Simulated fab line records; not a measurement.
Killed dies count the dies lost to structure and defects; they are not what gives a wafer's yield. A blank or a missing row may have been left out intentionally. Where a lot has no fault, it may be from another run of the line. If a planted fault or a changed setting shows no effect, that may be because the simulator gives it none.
Tool commonality check + flow rit cmos + Sample size 14 lots and 42 wafers

== REASON FOR OPENING ==
Of 14 lots, 2 have the reading PSD_RS flagged at RIT_SDANNEAL_RS_MEAS_04. Wafers without a fault read 115.9 ohm/sq, standard deviation 0.31.
Rule: a lot is flagged in two cases, either no wafer of it has a number, or all its wafers with numbers fall more than 4 standard deviations from that mean. As for the other lots, they are considered sound.

| lot  | measured    | on            | PSD_RS (ohm/sq), wafer by wafer | flag    |
|------|-------------|---------------|---------------------------------|---------|
| L724 | day 3 01:43 | film metro-02 | 116.0 115.5 115.8               |         |
| L727 | day 3 16:13 | film metro-01 | 115.9 115.5 115.4               |         |
| L728 | day 3 21:31 | film metro-03 | 116.4 117.0 116.7               |         |
| L729 | day 4 07:29 | film metro-03 | 116.0 116.1 115.9               |         |
| L730 | day 4 08:46 | film metro-02 | 116.3 115.9 116.1               |         |
| L732 | day 4 19:42 | film metro-01 | 116.1 115.9 116.0               |         |
| L733 | day 4 21:47 | film metro-03 | 115.9 116.5 116.1               |         |
| L734 | day 5 06:17 | film metro-03 | 115.8 115.8 115.9               |         |
| L735 | day 5 09:01 | film metro-03 | 115.5 115.9 116.0               |         |
| L736 | day 5 15:07 | film metro-02 | 116.2 115.8 115.9               |         |
| L737 | day 5 23:31 | film metro-03 | 116.2 116.0 115.9               |         |
| L744 | day 7 09:21 | film metro-03 | 72.6 72.9 72.9                  | FLAGGED |
| L746 | day 7 15:53 | film metro-01 | 72.6 72.9 72.9                  | FLAGGED |
| L747 | day 7 23:38 | film metro-02 | 115.7 116.0 115.7               |         |
Averaged over the flagged lots the numbers come to 72.8 ohm/sq, -43.1 ohm/sq from the usual (-99 or more standard deviations).

== WHICH TOOL RAN EACH LOT ==
2 process steps preceding the reading are held in the record, out of 202 steps in the route. In each cell: the tool, then ch and the chambers that the sampled wafers went through, then the start.
| lot  | flag    | RIT_GATE_STRIP_20                   | RIT_SDANNEAL_RTA_03             |
|------|---------|-------------------------------------|---------------------------------|
| L724 |         | plasma asher-01 ch 0,1, day 2 13:00 | rtp anneal-02 ch 0, day 3 01:39 |
| L727 |         | plasma asher-04 ch 0,1, day 3 03:56 | rtp anneal-01 ch 0, day 3 16:10 |
| L728 |         | plasma asher-04 ch 0,1, day 3 09:08 | rtp anneal-02 ch 0, day 3 21:27 |
| L729 |         | plasma asher-01 ch 0,1, day 3 18:33 | rtp anneal-01 ch 0, day 4 07:26 |
| L730 |         | plasma asher-01 ch 0,1, day 3 20:00 | rtp anneal-02 ch 0, day 4 08:42 |
| L732 |         | plasma asher-01 ch 0,1, day 4 06:52 | rtp anneal-02 ch 0, day 4 19:38 |
| L733 |         | plasma asher-02 ch 0,1, day 4 09:27 | rtp anneal-01 ch 0, day 4 21:43 |
| L734 |         | plasma asher-04 ch 0,1, day 4 15:46 | rtp anneal-02 ch 0, day 5 06:13 |
| L735 |         | plasma asher-02 ch 0,1, day 4 20:34 | rtp anneal-01 ch 0, day 5 08:57 |
| L736 |         | plasma asher-01 ch 0,1, day 5 01:14 | rtp anneal-02 ch 0, day 5 15:03 |
| L737 |         | plasma asher-04 ch 0,1, day 5 11:16 | rtp anneal-01 ch 0, day 5 23:27 |
| L744 | FLAGGED | plasma asher-01 ch 0,1, day 6 21:14 | rtp anneal-02 ch 0, day 7 09:16 |
| L746 | FLAGGED | plasma asher-01 ch 0,1, day 7 03:40 | rtp anneal-02 ch 0, day 7 15:50 |
| L747 |         | plasma asher-04 ch 0,1, day 7 10:37 | rtp anneal-01 ch 0, day 7 23:35 |
What these steps do:
- RIT_GATE_STRIP_20: strips in O2, time 180 s.
- RIT_SDANNEAL_RTA_03: time 5 s.
- RIT_SDANNEAL_RS_MEAS_04: measures by four-point-probe.

== FLAGGED OVER TOTAL, TOOL BY TOOL (the gauges that took the reading come last) ==
| step                    | tool            | lots run | flagged | share of the flagged lots | sound lots run after its first flagged lot |
|-------------------------|-----------------|----------|---------|---------------------------|--------------------------------------------|
| RIT_GATE_STRIP_20       | plasma asher-01 | 7        | 2       | all                       | 0                                          |
| RIT_GATE_STRIP_20       | plasma asher-02 | 2        | 0       | none                      | -                                          |
| RIT_GATE_STRIP_20       | plasma asher-04 | 5        | 0       | none                      | -                                          |
| RIT_SDANNEAL_RTA_03     | rtp anneal-01   | 6        | 0       | none                      | -                                          |
| RIT_SDANNEAL_RTA_03     | rtp anneal-02   | 8        | 2       | all                       | 0                                          |
| RIT_SDANNEAL_RS_MEAS_04 | film metro-01   | 3        | 1       | some                      | 0                                          |
| RIT_SDANNEAL_RS_MEAS_04 | film metro-02   | 4        | 0       | none                      | -                                          |
| RIT_SDANNEAL_RS_MEAS_04 | film metro-03   | 7        | 1       | some                      | 0                                          |

== WHAT THE TABLE ALLOWS ==
plasma asher-01 at RIT_GATE_STRIP_20 and rtp anneal-02 at RIT_SDANNEAL_RTA_03 are the 2 rows of the table that ran each flagged lot.
- plasma asher-01 at RIT_GATE_STRIP_20 ran 7 lots, 2 of them flagged. Its last sound lot is L736 (day 5 01:14), its first flagged lot L744 (day 6 21:14): a fault that began between those two fits.
- rtp anneal-02 at RIT_SDANNEAL_RTA_03 ran 8 lots, 2 of them flagged. Its last sound lot is L736 (day 5 15:03), its first flagged lot L744 (day 7 09:16): a fault that began between those two fits.
A lot count leaves these 2 tools indistinguishable: every one of them fits a fault beginning at some hour. More lots, or a look at what each step does to the wafer, might.

== WHAT HAD BEEN PUT IN BY THE SIMULATOR ==
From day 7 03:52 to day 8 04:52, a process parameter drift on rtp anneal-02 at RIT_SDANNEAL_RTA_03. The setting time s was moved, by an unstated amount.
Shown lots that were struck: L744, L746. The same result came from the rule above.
